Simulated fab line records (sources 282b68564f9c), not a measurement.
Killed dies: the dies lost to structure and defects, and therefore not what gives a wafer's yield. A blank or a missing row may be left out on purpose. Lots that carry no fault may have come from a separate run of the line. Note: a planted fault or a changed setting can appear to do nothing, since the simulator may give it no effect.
Which tool did it? | flow rit_cmos | 48 wafers from 16 lots sampled at 2 of the route's 202 steps

## WHAT THE GAUGES READ, wafer by wafer
RIT_PLDD_OVL_MEAS_06. Usual: PLDD_OVL typically reads 0.1 nm, with standard deviation 1.3.
lot  | measured    | on         | PLDD_OVL (nm)        | flag
L160 | day 2 21:16 | overlay-01 | -0.8 -1.0 -0.7       |
L161 | day 3 03:11 | overlay-01 | 0.7 0.7 -1.4         |
L162 | day 3 07:32 | overlay-01 | 1.0 1.1 -0.9         |
L166 | day 4 03:17 | overlay-02 | -0.7 -0.5 -1.6       |
L167 | day 4 11:55 | overlay-02 | -151.1 -149.4 -153.0 | OFF
L168 | day 4 14:46 | overlay-02 | -1.1 -1.4 -0.4       |
L169 | day 4 20:43 | overlay-02 | -147.9 -146.4 -148.2 | OFF
L170 | day 4 23:32 | overlay-02 | -151.5 -150.6 -150.8 | OFF
L171 | day 5 06:47 | overlay-01 | -150.7 -150.5 -150.5 | OFF
L172 | day 5 11:25 | overlay-02 | 0.8 1.2 0.6          |
L173 | day 5 15:42 | overlay-01 | 1.6 2.3 0.1          |
L174 | day 5 22:24 | overlay-02 | 0.4 -1.6 0.4         |
L175 | day 6 00:58 | overlay-02 | -1.4 -0.4 -1.2       |
L180 | day 7 04:46 | overlay-02 | -0.1 1.2 0.1         |
L181 | day 7 07:52 | overlay-01 | 1.0 0.1 3.4          |
L182 | day 7 11:53 | overlay-02 | -0.1 -0.1 1.3        |

## WHAT TOOL EACH LOT RAN ON (gives the tool, then ch and the chambers of the sampled wafers, and finally the start)
lot  | RIT_PLDD_EXPOSE_03
L160 | iline_stepper-01 ch 0, day 2 20:52
L161 | iline_stepper-01 ch 0, day 3 02:49
L162 | iline_stepper-02 ch 0, day 3 07:08
L166 | iline_stepper-01 ch 0, day 4 02:53
L167 | iline_stepper-02 ch 0, day 4 11:29
L168 | iline_stepper-01 ch 0, day 4 14:24
L169 | iline_stepper-02 ch 0, day 4 20:19
L170 | iline_stepper-02 ch 0, day 4 23:09
L171 | iline_stepper-02 ch 0, day 5 06:24
L172 | iline_stepper-01 ch 0, day 5 11:02
L173 | iline_stepper-01 ch 0, day 5 15:19
L174 | iline_stepper-01 ch 0, day 5 22:00
L175 | iline_stepper-01 ch 0, day 6 00:32
L180 | iline_stepper-01 ch 0, day 7 04:22
L181 | iline_stepper-01 ch 0, day 7 07:30
L182 | iline_stepper-01 ch 0, day 7 11:31
- RIT_PLDD_EXPOSE_03: exposes mask M8, target cd 40900 nm.

## WHAT THE TOOLS THEMSELVES READ (means of the sampled wafers that have a number; where no wafer has one, the mark that the record gives instead)
The record holds no such reading with a usual standard deviation.

## THE ANSWER, worked out from the rows above alone
Rule: a lot is off if the mean of its wafers that have a number lies more than 3 standard deviations from the usual mean. Also off: a lot with no number at a reading for which 4 or more lots have one. All remaining lots with rows at the step are treated as sound. After the gauges, taken in route order, come the tools' own readings; for these a lot's mean is taken, as printed above. At the first step where some lot is off, the reading lying furthest off is the one used; lots without a number count as furthest.
Off: at RIT_PLDD_OVL_MEAS_06 (PLDD_OVL), L167, L169, L170, L171.
A tool fits if, at a process step before that reading, it ran every lot that is off, and no sound lot after the first of them. Gauges at RIT_PLDD_OVL_MEAS_06: tried the same way as those tools. One fits: RIT_PLDD_EXPOSE_03 on iline_stepper-02. Its last sound lot is L162 (day 3 07:08), its first lot that is off L167 (day 4 11:29): a fault that began between those two fits.

## WHAT THE SIMULATOR HAD PUT IN
Scanner matching overlay: iline_stepper-02, from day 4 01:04 on, at RIT_PLDD_EXPOSE_03. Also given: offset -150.
Lots struck among those shown: L167, L169, L170, L171. The rule given above showed the same thing.
